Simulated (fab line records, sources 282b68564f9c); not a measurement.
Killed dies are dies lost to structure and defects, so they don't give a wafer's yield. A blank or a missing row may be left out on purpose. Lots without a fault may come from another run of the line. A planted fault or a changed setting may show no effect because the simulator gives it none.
fab line records | flow rit_cmos
record lots=7 wafers=21 last_day=7
route steps=202 shown M1@188
lots that met no fault: from a run of the same line without faults
start_h: hours from the record's first day to the start of the lot's first wafer shown | wait_h: hours since the lot's step before | " the same as in the row above | L1.1+2: a row that stands for several wafers | - no value, or no start given | * or withheld: withheld | < > ~ a bound
route shown NAME@n: a module of which the file shows steps, and the number in the route of the first | usual: mean/standard deviation of fault-free wafers | same: alike in all rows | chamber/n: place in a boat | sites: the reading at each site | _std_site: their standard deviation | _edge_site: outer sites' mean less inner sites' | radius_mm: how far each site lies from the wafer's centre | mask NAME#n: copy n | behind: the tool/chamber that last shaped the wafer | hold: why the lot was held/for how many hours/how that ended | device: the transistor (n, p or np) that didn't switch | end of line: the same wafers' tests at the end of the route | a step without rows: its recipe alone | killed: dies lost to structure and defects at the first sort, not the wafer's yield | map: a wafer's dies, x killed, . not, _ none there
set.NAME: the setting as run; set.NAME@STEP: as run at that earlier step | model.NAME: the simulator's own value behind a step, which no gauge read
lots at some steps of the route; a table a step, a row a wafer
services: from which hour (start_h, from the record's first day; less than 0 if before it) a tool's chamber was out of use, for how many hours, and why
## steps
# step RIT_M1_COAT_04
# recipe resist=NOVOLAK spin_rpm=2000 resist_thk_nm=1300
# step RIT_M1_SOFTBAKE_05
# recipe resist=NOVOLAK temp_c=90 time_s=60
# step RIT_M1_EXPOSE_06
# recipe mask_id=M12 na=0.6 source_shape=conventional sigma_outer=0.5 target_cd_nm=2600 dose_mj=250
# step RIT_M1_PEB_07
# recipe resist=NOVOLAK temp_c=withheld time_s=withheld
# step RIT_M1_DEVELOP_08
# recipe resist=NOVOLAK develop_time_s=68 dev_temp_c=23
# step RIT_M1_CD_MEAS_09
# recipe target_cd_nm=2600
# usual cd_nm=2600.0/2.1
# columns lot.wafer tool chamber start_h wait_h cd_nm
L496.1 cd_sem-01 - 64.67 - 2600.8
L496.3 " - " " 2602.5
L496.4 " - " " 2601.0
L499.1 cd_sem-02 - 77.80 - 2602.0
L499.4 " - " " 2601.8
L499.6 " - " " 2601.8
L505.2 cd_sem-02 - 111.89 - 2601.4
L505.5 " - " " 2601.9
L505.6 " - " " 2603.1
L511.2 cd_sem-01 - 140.86 - 2600.4
L511.5 " - " " 2600.6
L511.6 " - " " 2600.7
L516.1 cd_sem-01 - 160.60 - 2601.8
L516.4 " - " " 2600.0
L516.6 " - " " 2599.0
L515.2 cd_sem-02 - 160.87 - 2599.9
L515.4 " - " " 2601.4
L515.6 " - " " 2599.4
L517.1 cd_sem-01 - 167.73 - 2597.0
L517.2 " - " " 2596.0
L517.5 " - " " 2597.2
# step RIT_M1_OVL_MEAS_10
# usual M1_OVL=-0.1/1.3
# columns lot.wafer tool chamber start_h wait_h M1_OVL[nm]
L496.1 overlay-02 - 64.79 0.1 -0.1
L496.3 " - " " 0.2
L496.4 " - " " -1.4
L499.1 overlay-01 - 77.92 0.1 -0.3
L499.4 " - " " -0.8
L499.6 " - " " 0.1
L505.2 overlay-02 - 111.99 0.1 -1.7
L505.5 " - " " 0.3
L505.6 " - " " -0.5
L511.2 overlay-02 - 140.97 0.1 0.3
L511.5 " - " " -0.6
L511.6 " - " " 0.7
L516.1 overlay-01 - 160.72 0.1 1.7
L516.4 " - " " 0.9
L516.6 " - " " 0.2
L515.2 overlay-02 - 160.98 0.1 -0.1
L515.4 " - " " -0.1
L515.6 " - " " -0.7
L517.1 overlay-01 - 167.85 0.1 -0.9
L517.2 " - " " -0.8
L517.5 " - " " -1.2
# step RIT_M1_HARDBAKE_11
# recipe resist=NOVOLAK temp_c=140 time_s=120
# step RIT_M1_METAL_ETCH_12
# recipe stop_on=SiO2 chemistry=Cl2/BCl3 target=Al time_s=165 over_etch_frac=0.5 pressure_mtorr=100 target_depth_a=6000 rf_w=243.5 Cl2_flow_sccm=60 bcl3_flow_sccm=50
# usual drypump_motor_current_A=6.2/0.55 oes_product_au=0.775/0.0091 throttle_valve_pct=8.24/0.069
# same over_etch_frac=0.5
# columns lot.wafer tool chamber start_h wait_h drypump_motor_current_A oes_product_au rf_hours_counter_h throttle_valve_pct
L496.1 rie_metal-04 1 65.08 0.2 4.9 0.771 38 8.19
L496.3 " 0 " " 6.4 0.761 - 8.25
L496.4 " 1 " " 5.0 0.767 - 8.17
L499.1 rie_metal-04 1 78.21 0.2 5.0 0.774 38 8.19
L499.4 " 0 " " 6.4 0.770 - 8.26
L499.6 " 0 " " 6.4 0.774 - 8.25
L505.2 rie_metal-04 0 112.27 0.2 6.4 0.764 37 8.27
L505.5 " 0 " " 6.4 0.765 - 8.26
L505.6 " 1 " " 5.0 0.770 - 8.19
L511.2 rie_metal-02 0 141.25 0.2 6.4 0.785 3 8.23
L511.5 " 0 " " 6.4 0.788 - 8.21
L511.6 " 1 " " 5.7 0.783 - 8.20
L516.1 rie_metal-02 1 161.00 0.2 5.7 0.784 4 8.21
L516.4 " 0 " " 6.4 0.789 - 8.22
L516.6 " 1 " " 5.6 0.784 - 8.20
L515.2 rie_metal-03 0 161.26 0.2 6.8 0.770 2 8.17
L515.4 " 1 " " 6.3 0.774 - 8.37
L515.6 " 0 " " 6.7 0.756 - 8.17
L517.1 rie_metal-02 0 168.15 0.2 6.5 0.784 4 8.21
L517.2 " 1 " " 5.6 0.779 4 8.22
L517.5 " 0 " " 6.5 0.778 - 8.24
# step RIT_M1_STRIP_13
# recipe chemistry=nmp resist=NOVOLAK temp_c=80 time_s=600 dry=n2_spin
# step RIT_M1_STRIP_14
# recipe chemistry=O2 time_s=180 platen_temp_c=withheld power_w=500 pressure_mtorr=4000 o2_flow_sccm=4000
# usual drypump_motor_current_A=5.57/0.27
# columns lot.wafer tool chamber start_h wait_h drypump_motor_current_A rf_hours_counter_h
L496.1 plasma_asher-04 1 65.42 0.0 5.28 41
L496.3 " 1 " " 5.26 -
L496.4 " 0 " " 5.93 -
L499.1 plasma_asher-04 1 78.54 0.0 5.29 43
L499.4 " 1 " " 5.28 -
L499.6 " 0 " " 5.91 -
L505.2 plasma_asher-03 0 112.61 0.0 5.88 30
L505.5 " 1 " " 5.69 -
L505.6 " 0 " " 5.85 -
L511.2 plasma_asher-02 1 141.59 0.0 5.35 54
L511.5 " 0 " " 5.33 -
L511.6 " 1 " " 5.36 -
L516.1 plasma_asher-02 1 161.36 0.0 5.37 57
L516.4 " 1 " " 5.35 -
L516.6 " 0 " " 5.33 -
L515.2 plasma_asher-03 1 161.60 0.0 5.68 34
L515.4 " 1 " " 5.66 -
L515.6 " 1 " " 5.66 -
L517.1 plasma_asher-03 1 168.51 0.0 5.66 34
L517.2 " 0 " " 5.91 34
L517.5 " 1 " " 5.67 -
# step RIT_M1_CD_MEAS_90
# recipe target_cd_nm=2600
# usual cd_nm=2601.8/2.4
# columns lot.wafer tool chamber start_h wait_h cd_nm
L496.1 cd_sem-01 - 65.59 0.1 2603.1
L496.3 " - " " 2604.4
L496.4 " - " " 2602.3
L499.1 cd_sem-02 - 78.72 0.1 2604.5
L499.4 " - " " 2603.0
L499.6 " - " " 2602.4
L505.2 cd_sem-02 - 112.81 0.1 2600.1
L505.5 " - " " 2600.4
L505.6 " - " " 2603.3
L511.2 cd_sem-02 - 141.78 0.1 2599.4
L511.5 " - " " 2599.3
L511.6 " - " " 2602.5
L516.1 cd_sem-02 - 161.53 0.1 2604.7
L516.4 " - " " 2600.3
L516.6 " - " " 2601.2
L515.2 cd_sem-01 - 161.79 0.1 2602.1
L515.4 " - " " 2603.7
L515.6 " - " " 2603.0
L517.1 cd_sem-02 - 168.68 0.1 2598.5
L517.2 " - " " 2599.8
L517.5 " - " " 2598.4
# step RIT_M1_ANNEAL_15
# recipe temp_c=450 time_s=1800 ambient=forming_gas_H2N2
# usual spike_tc_centre_C=453.5/0.89 spike_tc_load_C=468.8/1.1 spike_tc_source_C=465.5/0.99 tube_center_temp_C=450/0.036 tube_center_temp_C_max=451.15/0.19 zone_power_centre_pct=19.45/0.2 zone_power_load_pct=6.39/0.064 zone_power_source_pct=8.39/0.079
# columns lot.wafer tool chamber start_h wait_h spike_tc_centre_C spike_tc_load_C spike_tc_source_C tube_center_temp_C tube_center_temp_C_max zone_power_centre_pct zone_power_load_pct zone_power_source_pct
L496.1 furnace-02 0 65.71 0.1 452.6 469.1 464.7 449.94 451.13 19.51 6.31 8.44
L496.3 " 0 " " 454.1 469.8 467.9 450.02 451.05 19.48 6.27 8.34
L496.4 " 0 " " 452.8 469.1 464.4 450.02 450.89 19.28 6.43 8.52
L499.1 furnace-02 0 78.84 0.1 452.1 467.7 465.8 450.01 451.24 19.57 6.38 8.46
L499.4 " 0 " " 453.5 467.7 465.9 449.92 450.84 19.50 6.28 8.23
L499.6 " 0 " " 452.8 469.1 465.8 450.02 451.20 19.27 6.34 8.28
L505.2 furnace-02 0 112.91 0.1 453.8 470.3 464.7 450.02 451.25 19.37 6.42 8.52
L505.5 " 0 " " 454.1 470.6 465.4 450.04 451.00 19.08 6.36 8.33
L505.6 " 0 " " 453.2 469.9 465.2 449.94 450.87 18.81 6.40 8.30
L511.2 furnace-02 0 141.88 0.1 452.5 467.7 466.5 450.07 451.11 19.58 6.32 8.39
L511.5 " 0 " " 452.7 468.4 464.6 450 451.24 19.58 6.30 8.36
L511.6 " 0 " " 453.8 469.6 465.6 450 451.17 19.77 6.45 8.33
L516.1 furnace-02 0 161.65 0.1 343.5 356.4 353.8 340.02 341.16 14.21 4.19 5.42
L516.4 " 0 " " 343.2 359.1 356.1 340.01 341.28 14.41 4.22 5.44
L516.6 " 0 " " 343.1 356.8 353.2 340 341.02 14.57 4.18 5.36
L515.2 furnace-02 0 163.15 1.3 343.7 358.5 353.5 340.02 341.15 14.22 4.19 5.45
L515.4 " 0 " " 340.8 358.0 353.5 340.02 340.99 14.33 4.23 5.46
L515.6 " 0 " " 344.0 356.4 355.0 340.02 341.03 14.57 4.16 5.46
L517.1 furnace-02 0 168.80 0.1 342.6 357.7 353.5 340.03 340.97 14.60 4.29 5.43
L517.2 " 0 " " 342.8 356.8 353.4 339.93 340.80 14.26 4.17 5.46
L517.5 " 0 " " 342.9 358.3 354.1 340.01 341.15 14.19 4.24 5.38
# step RIT_M1_BOW_MEAS_16
# recipe mode=bow
# usual M1_BOW=17/6.4
# columns lot.wafer tool chamber start_h wait_h M1_BOW[um]
L496.1 film_metro-03 - 67.21 0.0 17
L496.3 " - " " 25
L496.4 " - " " 25
L499.1 film_metro-04 - 80.34 0.0 16
L499.4 " - " " 10
L499.6 " - " " 15
L505.2 film_metro-03 - 114.43 0.0 21
L505.5 " - " " 12
L505.6 " - " " 19
L511.2 film_metro-04 - 143.40 0.0 10
L511.5 " - " " 8
L511.6 " - " " 14
L516.1 film_metro-03 - 163.15 0.0 25
L516.4 " - " " 18
L516.6 " - " " 27
L515.2 film_metro-04 - 164.67 0.0 23
L515.4 " - " " 16
L515.6 " - " " 26
L517.1 film_metro-04 - 170.30 0.0 22
L517.2 " - " " 17
L517.5 " - " " 23
# step RIT_M1_PROBE_99
# usual defect_limited_yield=97.3/1.2 killed_at_contacts=0.1/0.25 killed_at_front_end=7/3.2 killed_dies=7/3.2 killed_open=3.5/2.2 killed_short=3.6/2.1 sort_bin_3_pad_short=0.1/0.22 sort_bin_5_function=1.5/0.87 sort_bin_6_memory=1.1/0.65 sort_n_pass=257/3.2 sort_yield_pct=97.3/1.2
# same gross_dies=264 killed_at_M0_to_M3=0 killed_at_M4_up=0 killed_at_back_side=0 killed_at_other=0
# columns lot.wafer tool chamber start_h wait_h defect_limited_yield[%] killed_at_contacts killed_at_front_end killed_dies killed_open killed_short sort_bin_3_pad_short[%] sort_bin_5_function[%] sort_bin_6_memory[%] sort_n_pass sort_yield_pct[%]
L496.1 prober-02 - 67.33 0.1 97.0 0 8 8 6 2 0 0.8 2.3 256 97.0
L496.3 prober-02 - 67.43 0.2 98.1 0 5 5 3 2 0.4 0.8 0.8 259 98.1
L496.4 prober-02 - 67.48 0.2 96.2 0 10 10 6 4 0 2.3 1.5 254 96.2
L499.1 prober-01 - 80.46 0.1 95.1 0 13 13 10 3 0 3.8 1.1 251 95.1
L499.4 prober-01 - 80.61 0.2 97.7 0 6 6 2 4 0.4 0.8 1.1 258 97.7
L499.6 prober-01 - 80.71 0.2 96.6 1 8 9 5 4 0 1.9 1.5 255 96.6
L505.2 prober-01 - 114.58 0.1 96.2 0 10 10 5 5 0 1.5 2.3 254 96.2
L505.5 prober-01 - 114.73 0.2 98.1 0 5 5 2 3 0 1.1 0.8 259 98.1
L505.6 prober-01 - 114.78 0.2 97.7 0 6 6 5 1 0.4 1.5 0.4 258 97.7
L511.2 prober-01 - 143.55 0.1 95.1 1 12 13 7 6 0 1.5 3.4 251 95.1
L511.5 prober-01 - 143.70 0.2 98.9 0 3 3 3 0 0 0.8 0.4 261 98.9
L511.6 prober-01 - 143.75 0.2 98.9 0 3 3 3 0 0 0.8 0.4 261 98.9
L516.1 prober-01 - 163.27 0.1 95.8 0 11 11 7 4 0 2.7 1.5 253 95.8
L516.4 prober-01 - 163.42 0.2 98.1 0 5 5 0 5 0 0.8 1.1 259 98.1
L516.6 prober-01 - 163.52 0.2 97.3 0 7 7 4 3 0.4 1.5 0.8 257 97.3
L515.2 prober-02 - 164.82 0.1 97.7 0 6 6 2 4 0.4 1.9 0 258 97.7
L515.4 prober-02 - 164.92 0.2 98.5 0 4 4 3 1 0 1.5 0 260 98.5
L515.6 prober-02 - 165.02 0.2 98.1 0 5 5 2 3 0 1.1 0.8 259 98.1
L517.1 prober-01 - 170.42 0.1 97.0 0 8 8 3 5 0.4 1.5 1.1 256 97.0
L517.2 prober-01 - 170.47 0.1 99.2 0 2 2 0 2 0 0.8 0 262 99.2
L517.5 prober-01 - 170.62 0.2 98.9 0 3 3 2 1 0 0.4 0.8 261 98.9
# killed by level:class
L496.1 GATE:geometric_particle:open=4 REOX:geometric_particle:open=1 REOX:geometric_particle:short=1 SPACER:geometric_particle:open=1 SPACER:geometric_particle:short=1
L496.3 GATE:geometric_particle:open=2 FOX1:geometric_particle:open=1 FOX1:geometric_particle:short=1 GATE:geometric_particle:short=1
L496.4 GATE:geometric_particle:open=5 FOX1:geometric_particle:short=1 FOX2:geometric_particle:short=1 GATE:geometric_particle:short=1 SPACER:geometric_particle:open=1 SILICIDE:geometric_particle:short=1
L499.1 FOX1:geometric_particle:open=3 FOX1:geometric_particle:short=2 GATE:geometric_particle:open=2 ACTIVE:geometric_particle:open=1 FOX2:geometric_particle:open=1 GATE:geometric_particle:short=1 REOX:geometric_particle:open=1 SPACER:geometric_particle:open=1
L499.4 GATE:geometric_particle:short=3 FOX1:geometric_particle:open=2 ACTIVE:geometric_particle:short=1
L499.6 GATE:geometric_particle:open=5 GATE:geometric_particle:short=2 ACTIVE:geometric_particle:short=1 CONTACT:geometric_particle:short=1
L505.2 REOX:geometric_particle:short=4 FOX1:geometric_particle:open=2 FOX2:geometric_particle:open=1 GATE:geometric_particle:short=1 REOX:geometric_particle:open=1 SPACER:geometric_particle:open=1
L505.5 FOX1:geometric_particle:open=2 SPACER:geometric_particle:short=2 FOX2:geometric_particle:short=1
L505.6 REOX:geometric_particle:open=2 SPACER:geometric_particle:open=2 FOX1:geometric_particle:short=1 FOX1:geometric_particle:open=1
L511.2 GATE:geometric_particle:open=4 GATE:geometric_particle:short=3 FOX1:geometric_particle:short=2 FOX2:geometric_particle:open=1 FOX2:geometric_particle:short=1 SPACER:geometric_particle:open=1 CONTACT:geometric_particle:open=1
L511.5 FOX1:geometric_particle:open=1 SPACER:geometric_particle:open=1 SILICIDE:geometric_particle:open=1
L511.6 FOX2:geometric_particle:open=1 GATE:geometric_particle:open=1 SILICIDE:geometric_particle:open=1
L516.1 GATE:geometric_particle:open=4 GATE:geometric_particle:short=2 FOX1:geometric_particle:short=1 REOX:geometric_particle:open=1 REOX:geometric_particle:short=1 SPACER:geometric_particle:open=1 SILICIDE:geometric_particle:open=1
L516.4 FOX1:geometric_particle:short=2 FOX2:geometric_particle:short=2 GATE:geometric_particle:short=1
L516.6 GATE:geometric_particle:open=2 REOX:geometric_particle:short=2 FOX1:geometric_particle:open=1 REOX:geometric_particle:open=1 SPACER:geometric_particle:short=1
L515.2 FOX1:geometric_particle:short=2 FOX2:geometric_particle:short=1 GATE:geometric_particle:open=1 REOX:geometric_particle:open=1 SILICIDE:geometric_particle:short=1
L515.4 REOX:geometric_particle:open=3 REOX:geometric_particle:short=1
L515.6 FOX1:geometric_particle:open=1 FOX1:geometric_particle:short=1 FOX2:geometric_particle:short=1 SPACER:geometric_particle:open=1 SILICIDE:geometric_particle:short=1
L517.1 GATE:geometric_particle:short=4 SILICIDE:geometric_particle:open=2 GATE:geometric_particle:open=1 SPACER:geometric_particle:short=1
L517.2 FOX2:geometric_particle:short=1 GATE:geometric_particle:short=1
L517.5 FOX2:geometric_particle:open=1 FOX2:geometric_particle:short=1 REOX:geometric_particle:open=1
## services
# columns tool chamber start_h hours kind
plasma_asher-04 - 43.51 3.7 repair
plasma_asher-04 - 51.11 3.1 repair
rie_metal-02 - 55.97 14.6 pm
plasma_asher-03 - 69.14 3.4 repair
plasma_asher-04 - 77.09 1.1 repair
plasma_asher-04 - 108.75 9.0 pm
plasma_asher-04 0 108.75 9.0 vent_cycle
plasma_asher-04 1 108.75 9.0 vent_cycle
rie_metal-02 - 109.94 0.8 repair
plasma_asher-04 0 117.75 - clean
plasma_asher-04 1 117.75 - clean
rie_metal-04 - 121.22 28.1 pm
plasma_asher-03 - 121.61 15.6 pm
plasma_asher-04 - 131.12 4.3 pm
rie_metal-02 - 132.45 1.4 pm
plasma_asher-03 - 146.76 0.7 repair
rie_metal-04 - 149.32 20.0 pm
rie_metal-04 0 149.32 20.0 vent_cycle
rie_metal-04 1 149.32 20.0 vent_cycle
rie_metal-02 - 152.10 1.1 repair
## key
first_sign step=RIT_M1_ANNEAL_15 reading=tube_center_temp_C direction=down sigmas=99+ usual=* struck=*
effect step=RIT_M1_ANNEAL_15 reading=tube_center_temp_C_max direction=down sigmas=99+ usual=* struck=*
met_at RIT_M1_ANNEAL_15
struck_wafers L515.2,L515.4,L515.6,L516.1,L516.4,L516.6,L517.1,L517.2,L517.5
fault kind=process_parameter_drift tool=furnace-02 chamber=- onset_h=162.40 steps=RIT_M1_ANNEAL_15 channel=temp_c offset=* shape=step end_h=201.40 stated=*
